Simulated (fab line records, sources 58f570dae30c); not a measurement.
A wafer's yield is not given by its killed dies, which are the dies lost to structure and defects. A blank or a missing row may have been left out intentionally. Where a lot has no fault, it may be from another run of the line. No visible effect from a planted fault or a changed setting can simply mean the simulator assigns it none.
Struck lot and sound lot, side by side	flow berkeleyCmos170	15 out of 331 route steps
Sound: wafers L705.3, L705.4, L705.6. Wafers L696.1, L696.2, L696.4 were the ones struck. At the end, the cause is stated.
Per side, at each step with rows, come the tool, then ch with its chambers, and then its first start. Under that, the readings that differ: sound wafers	struck wafers	difference of the means	sigmas: that difference in standard deviations of wafers without a fault.
alike: readings whose means differ by less than 2 such deviations, and words and numbers that are the same on both sides. not compared: withheld readings, readings that some wafer has no value for, bounds like >300 that may hide the same value, and numbers for which the record gives no deviation and whose values overlap.
A row with sigmas, a row that says differs or no value, or rows on one side alone: a step with any of these is where the two part. Numbers that have no deviation but don't overlap get no sigmas and don't part them. Lack of a reading on every wafer of one side parts them only where that side has two or more wafers.

UCB170_V2_CMP_02: polishes SiO2.
  sound on cmp-02 ch 2,3, day 10 12:03; struck on cmp-01 ch 1,2,3, day 9 04:04
  alike: motorCurrentA, platenRpm
UCB170_V2_BOW_MEAS_03:
  sound on filmMetro-01, day 10 12:23; struck on filmMetro-02, day 9 04:22
  alike: V2_BOW
UCB170_V2_THK_MEAS_04:
  sound on filmMetro-01, day 10 12:29; struck on filmMetro-02, day 9 04:29
  alike: V2_POLISHED_THK
then, 7 steps without rows for these wafers: UCB170_V2_CLEAN_05 (cleans in DIW); UCB170_V2_HMDS_06 (prime time 60 s); UCB170_V2_COAT_07 (resist thk 900 nm); UCB170_V2_SOFTBAKE_08 (time 60 s); UCB170_V2_EXPOSE_09 (exposes mask VIA2, target cd 700 nm); UCB170_V2_PEB_10; UCB170_V2_DEVELOP_11 (develop time 45 s).
UCB170_V2_CD_MEAS_12 targets a cd of 700 nm.
  sound on cdSem-01, day 10 14:04; struck on cdSem-01, day 9 05:41
  alike: cdNm
UCB170_V2_OVL_MEAS_13:
  sound on overlay-01, day 10 14:09; struck on overlay-01, day 9 05:48
  alike: V2_OVL
UCB170_V2_ETCH_14: etches SiO2 in CHF3/CF4/Ar, stops on Al, target depth 1250 nm, time 291 s.
  sound on rieDiel-02 ch 0,3, day 10 14:11; struck on rieDiel-03 ch 1,3, day 9 05:50
  no value came back on the struck wafers for any of 6 readings (CHF3_flow_sccm (sccm), cf4FlowSccm (sccm) and others); on the sound wafers CHF3_flow_sccm (sccm) reads 45.00 45.05 44.89
reading	sound	struck	difference	sigmas
model.KrF_of_V2_COAT_07.thkNm (nm)	611.1 612.3 613.7	884.4 886.8 885.2	+273.1	
  not compared: rfHoursCounterH
UCB170_V2_STRIP_15: strips in O2.
  sound on plasmaAsher-01 ch 0,1, day 10 14:23; struck on plasmaAsher-04 ch 0,1, day 9 06:01
reading	sound	struck	difference	sigmas
stripTimeToEndpointS (s)	15.33 15.36 15.40	21.61 21.66 21.60	+6.26	+39
  alike: drypumpMotorCurrentA, oesProductAu
  not compared: rfHoursCounterH
UCB170_V2_CD_MEAS_90 targets a cd of 700 nm.
  sound on cdSem-02, day 10 14:35; struck on cdSem-02, day 9 06:07
reading	sound	struck	difference	sigmas
cdNm (nm)	700.9 700.1 699.5	- - -	no value on the struck wafers	

== WHERE THEY PART ==
First at UCB170_V2_ETCH_14; last, within this record, at UCB170_V2_CD_MEAS_90.

WHY: whatever the simulator had introduced
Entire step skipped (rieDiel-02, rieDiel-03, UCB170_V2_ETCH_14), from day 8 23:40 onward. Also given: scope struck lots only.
